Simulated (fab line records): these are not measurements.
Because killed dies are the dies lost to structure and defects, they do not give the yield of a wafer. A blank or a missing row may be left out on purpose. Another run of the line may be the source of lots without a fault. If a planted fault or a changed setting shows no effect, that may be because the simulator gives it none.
Code-filled problem report in 8D (eight disciplines) form || flow ritCmos || the parts of the form that need people (team, actions taken, sign-off) are left out

1. PROBLEM STATEMENT
Mean of rfFwdPowerW at RIT_CONTACT_ETCH_11: 168.0 W across 6 wafers in 2 lots; on wafers with no fault it is 199.7 W (standard deviation 0.59). Measured from the usual mean, that is -54 standard deviations.
The step: etches SiO2 in CHF3/CF4/Ar, stops on TiSi2, target depth 480 nm, time 320 s.
Seen first at day 5 22:01 on rieDiel-02, wafer L291.1. At this step, 42 wafers from 14 lots have a number in the record. By rule, "out" or "out of limits" means more than 4 standard deviations away from the usual mean. All remaining wafers that have a number are taken as sound.

2. WHAT IT IS; WHAT IT IS NOT
{"question": "which readings at this step", "is": "rfFwdPowerW", "is not": "drypumpMotorCurrentA, oesProductAu, throttleValvePct"}
{"question": "which lots", "is": "L291, L292", "is not": "L279, L280, L281, L284, L285, L286, L293, L294, L295, L297, L300, L302"}
{"question": "which wafers of those lots", "is": "all that have a number", "is not": "-"}
{"question": "read on which tools", "is": "rieDiel-02", "is not": "rieDiel-01, rieDiel-04"}
{"question": "when", "is": "from day 5 22:01", "is not": "up to then (18 sound wafers); but 18 sound wafers of L293, L294, L295, L297, L300, L302 came after"}

3. SUSPECTS, AND WHAT RULES EACH OUT
Counting: a tool at any process step up to the reading remains a suspect when it ran all the lots that are out and ran no sound lot after the first of those.
- rieDiel-02 at RIT_CONTACT_ETCH_11 (etches SiO2 in CHF3/CF4/Ar, stops on TiSi2, target depth 480 nm, time 320 s): kept. All lots that are out passed through it, beginning with L291 at day 5 22:01, and no sound lot followed; its final sound lot before that point was L286 at day 4 17:40. On those wafers its own readings are out: rfFwdPowerW.
The count leaves rieDiel-02 at RIT_CONTACT_ETCH_11.

4. THE CAUSE (what the simulator had put in)
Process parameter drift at RIT_CONTACT_ETCH_11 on rieDiel-02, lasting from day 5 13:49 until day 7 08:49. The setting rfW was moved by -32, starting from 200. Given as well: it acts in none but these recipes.
This tool alone remained once counting was done.

5. SEQUENCE OF EFFECTS, ordered by route
One row per reading whose mean, taken over the struck wafers that have a number, lies over 3 standard deviations from the usual. Readings are gone through only where the record gives a usual standard deviation; hours: the median, over the lots, of the time from a lot's start at the first step in this table giving one to that lot's start at this step; sigmas: the change measured in usual standard deviations.
{"hours": 0, "step": "RIT_CONTACT_ETCH_11", "reading": "rfFwdPowerW", "usual": "199.7 W", "on struck wafers": 168.0, "change": -31.7, "sigmas": -54}
Here are the process steps it includes:
- RIT_CONTACT_ETCH_11: etches SiO2 in CHF3/CF4/Ar, stops on TiSi2, target depth 480 nm, time 320 s.
Later steps that measure or inspect, where all struck wafers having a row at the step show a number for every such reading and not one has moved that far: RIT_M1_CD_MEAS_09.

6. WHAT WOULD HAVE CAUGHT IT SOONER
In this record no reading fell out of limits until day 5 22:01, 8 hours after the fault had begun at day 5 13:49.
